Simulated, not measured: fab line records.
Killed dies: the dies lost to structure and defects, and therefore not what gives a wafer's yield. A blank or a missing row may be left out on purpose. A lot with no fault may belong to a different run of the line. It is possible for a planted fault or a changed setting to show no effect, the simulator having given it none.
What tool caused it? / flow berkeley cmos170 / 13 lots, 39 wafers sampled, at 5 steps of a route of 331

WHAT EACH GAUGE READ, for each wafer
UCB170_GATE_THK_MEAS_02.
lot=L841; measured=day 6 07:56; on=film metro-04; GATE_OXIDE_THK (nm)=6.93 6.89 7.03
lot=L844; measured=day 6 13:17; on=film metro-03; GATE_OXIDE_THK (nm)=6.93 6.88 7.03
lot=L843; measured=day 6 13:17; on=film metro-02; GATE_OXIDE_THK (nm)=6.93 6.97 6.97
lot=L847; measured=day 6 19:22; on=film metro-04; GATE_OXIDE_THK (nm)=6.85 6.75 6.90
lot=L846; measured=day 6 19:23; on=film metro-02; GATE_OXIDE_THK (nm)=6.71 6.74 6.59
lot=L848; measured=day 7 09:03; on=film metro-02; GATE_OXIDE_THK (nm)=6.66 6.62 6.58
lot=L849; measured=day 7 16:51; on=film metro-03; GATE_OXIDE_THK (nm)=6.94 6.92 7.02
lot=L850; measured=day 7 16:52; on=film metro-02; GATE_OXIDE_THK (nm)=6.88 6.86 6.72
lot=L851; measured=day 8 16:51; on=film metro-02; GATE_OXIDE_THK (nm)=6.98 6.90 7.13
lot=L854; measured=day 8 16:51; on=film metro-04; GATE_OXIDE_THK (nm)=7.07 7.11 7.23
lot=L856; measured=day 8 16:55; on=film metro-03; GATE_OXIDE_THK (nm)=7.19 7.26 7.23
lot=L858; measured=day 9 10:35; on=film metro-04; GATE_OXIDE_THK (nm)=6.63 6.70 6.78
lot=L860; measured=day 9 23:06; on=film metro-02; GATE_OXIDE_THK (nm)=6.89 6.85 6.86

UCB170_GATE_CD_MEAS_12 targets a cd of 350 nm.
lot=L841; measured=day 6 15:29; on=cd sem-01; cd nm (nm)=349.6 349.4 349.8
lot=L844; measured=day 6 21:53; on=cd sem-02; cd nm (nm)=350.0 350.3 350.2
lot=L843; measured=day 6 21:38; on=cd sem-01; cd nm (nm)=350.2 349.2 349.3
lot=L847; measured=day 7 01:21; on=cd sem-02; cd nm (nm)=351.5 351.5 353.0
lot=L846; measured=day 7 01:40; on=cd sem-02; cd nm (nm)=351.3 351.1 350.8
lot=L848; measured=day 7 17:29; on=cd sem-01; cd nm (nm)=351.0 351.8 351.4
lot=L849; measured=day 8 00:05; on=cd sem-01; cd nm (nm)=348.5 348.3 349.9
lot=L850; measured=day 7 23:50; on=cd sem-01; cd nm (nm)=350.0 351.9 349.9
lot=L851; measured=day 9 02:37; on=cd sem-02; cd nm (nm)=351.2 351.4 351.4
lot=L854; measured=day 9 02:28; on=cd sem-01; cd nm (nm)=349.7 348.2 349.9
lot=L856; measured=day 9 02:58; on=cd sem-01; cd nm (nm)=353.4 353.0 352.8
lot=L858; measured=day 9 18:29; on=cd sem-01; cd nm (nm)=349.3 350.8 350.0
lot=L860; measured=day 10 08:28; on=cd sem-01; cd nm (nm)=348.4 349.1 350.5

UCB170_PLDD_TW_MEAS_11.
lot=L841; measured=day 6 17:48; on=film metro-03; PLDD_TW=1005 1004 1010
lot=L844; measured=day 7 01:05; on=film metro-02; PLDD_TW=1023 1026 1024
lot=L843; measured=day 7 00:53; on=film metro-01; PLDD_TW=998 1006 999
lot=L847; measured=day 7 03:43; on=film metro-01; PLDD_TW=1003 998 997
lot=L846; measured=day 7 03:56; on=film metro-03; PLDD_TW=1013 1013 1013
lot=L848; measured=day 7 20:03; on=film metro-03; PLDD_TW=1012 1008 1009
lot=L849; measured=day 8 02:19; on=film metro-02; PLDD_TW=1011 1011 1012
lot=L850; measured=day 8 02:06; on=film metro-03; PLDD_TW=1009 1006 1009
lot=L851; measured=day 9 06:17; on=film metro-02; PLDD_TW=1011 1009 1013
lot=L854; measured=day 9 05:58; on=film metro-02; PLDD_TW=1011 1017 1011
lot=L856; measured=day 9 06:31; on=film metro-01; PLDD_TW=1011 1010 1012
lot=L858; measured=day 9 20:42; on=film metro-02; PLDD_TW=1013 1007 1013
lot=L860; measured=day 10 10:48; on=film metro-02; PLDD_TW=1019 1016 1012

UCB170_SPACER_THK_MEAS_01.
lot=L841; measured=day 6 20:32; on=film metro-04; SPACER_TEOS_THK (nm)=372 375 374
lot=L844; measured=day 7 03:36; on=film metro-04; SPACER_TEOS_THK (nm)=367 370 376
lot=L843; measured=day 7 03:22; on=film metro-01; SPACER_TEOS_THK (nm)=380 381 382
lot=L847; measured=day 7 05:58; on=film metro-03; SPACER_TEOS_THK (nm)=378 387 382
lot=L846; measured=day 7 06:23; on=film metro-04; SPACER_TEOS_THK (nm)=376 385 385
lot=L848; measured=day 7 22:28; on=film metro-01; SPACER_TEOS_THK (nm)=367 364 377
lot=L849; measured=day 8 05:43; on=film metro-04; SPACER_TEOS_THK (nm)=368 368 373
lot=L850; measured=day 8 05:44; on=film metro-01; SPACER_TEOS_THK (nm)=376 371 383
lot=L851; measured=day 9 09:41; on=film metro-04; SPACER_TEOS_THK (nm)=372 382 376
lot=L854; measured=day 9 08:58; on=film metro-01; SPACER_TEOS_THK (nm)=375 379 383
lot=L856; measured=day 9 10:04; on=film metro-04; SPACER_TEOS_THK (nm)=351 377 377
lot=L858; measured=day 9 22:39; on=film metro-03; SPACER_TEOS_THK (nm)=383 373 381
lot=L860; measured=day 10 13:08; on=film metro-01; SPACER_TEOS_THK (nm)=374 381 382

EACH LOT AND THE TOOL THAT RAN IT (in order: tool; ch and the chambers of the sampled wafers; start)
lot=L841; UCB170_SPACER_CVD_00=pecvd-02 ch 1,2, day 6 20:29
lot=L844; UCB170_SPACER_CVD_00=pecvd-02 ch 0,1, day 7 03:34
lot=L843; UCB170_SPACER_CVD_00=pecvd-01 ch 0,1, day 7 03:17
lot=L847; UCB170_SPACER_CVD_00=pecvd-03 ch 0,1,2, day 7 05:56
lot=L846; UCB170_SPACER_CVD_00=pecvd-01 ch 0,1, day 7 06:19
lot=L848; UCB170_SPACER_CVD_00=pecvd-02 ch 0,1,2, day 7 22:25
lot=L849; UCB170_SPACER_CVD_00=pecvd-03 ch 0,1, day 8 05:41
lot=L850; UCB170_SPACER_CVD_00=pecvd-02 ch 0,1,2, day 8 05:41
lot=L851; UCB170_SPACER_CVD_00=pecvd-02 ch 0,1,2, day 9 09:38
lot=L854; UCB170_SPACER_CVD_00=pecvd-02 ch 0,2, day 9 08:55
lot=L856; UCB170_SPACER_CVD_00=pecvd-01 ch 0,2, day 9 10:01
lot=L858; UCB170_SPACER_CVD_00=pecvd-03 ch 0,2, day 9 22:35
lot=L860; UCB170_SPACER_CVD_00=pecvd-02 ch 1,2, day 10 13:05
- UCB170_SPACER_CVD_00: deposits SiO2 from TEOS/O2, target thk 376 nm, time 47 s.

AS READ BY THE TOOLS THEMSELVES (means over the sampled wafers that have a number; for cases with no such wafer, the mark the record gives instead)
UCB170_SPACER_CVD_00.
lot=L841; tool=pecvd-02; heater power w (W)=269; rf fwd power W (W)=541.1
lot=L844; tool=pecvd-02; heater power w (W)=296; rf fwd power W (W)=544.0
lot=L843; tool=pecvd-01; heater power w (W)=242; rf fwd power W (W)=541.7
lot=L847; tool=pecvd-03; heater power w (W)=239; rf fwd power W (W)=544.2
lot=L846; tool=pecvd-01; heater power w (W)=212; rf fwd power W (W)=541.4
lot=L848; tool=pecvd-02; heater power w (W)=301; rf fwd power W (W)=542.6
lot=L849; tool=pecvd-03; heater power w (W)=222; rf fwd power W (W)=544.9
lot=L850; tool=pecvd-02; heater power w (W)=312; rf fwd power W (W)=542.8
lot=L851; tool=pecvd-02; heater power w (W)=288; rf fwd power W (W)=541.9
lot=L854; tool=pecvd-02; heater power w (W)=311; rf fwd power W (W)=541.8
lot=L856; tool=pecvd-01; heater power w (W)=270; rf fwd power W (W)=545.4
lot=L858; tool=pecvd-03; heater power w (W)=254; rf fwd power W (W)=542.6
lot=L860; tool=pecvd-02; heater power w (W)=282; rf fwd power W (W)=542.2

THE ANSWER, worked out from the rows above alone
Rule: the lots themselves supply what counts as usual. Put in order of their means at a reading, lots are off if they are a third of the lots or fewer, leave a main group of 4 or more, and stand apart from it by a gap of 3 or more times the standard deviation of the main group's means; of several such gaps the widest counts. The tables above print the reading to a certain number of digits; a main group whose means all agree to those digits is not used. Also off: a lot with no number at a reading for which 4 or more lots have one. Where the step has rows for the other lots, those lots are counted as sound. First the gauges in route order, then the tools' own readings, where a lot's mean is used as printed above. The first step at which some lot is off is used, and at that step the reading that is off furthest; a lot without a number counts as furthest.
None of the lots is off at any reading shown; this tells nothing.

WHAT THE SIMULATOR HAD PUT IN
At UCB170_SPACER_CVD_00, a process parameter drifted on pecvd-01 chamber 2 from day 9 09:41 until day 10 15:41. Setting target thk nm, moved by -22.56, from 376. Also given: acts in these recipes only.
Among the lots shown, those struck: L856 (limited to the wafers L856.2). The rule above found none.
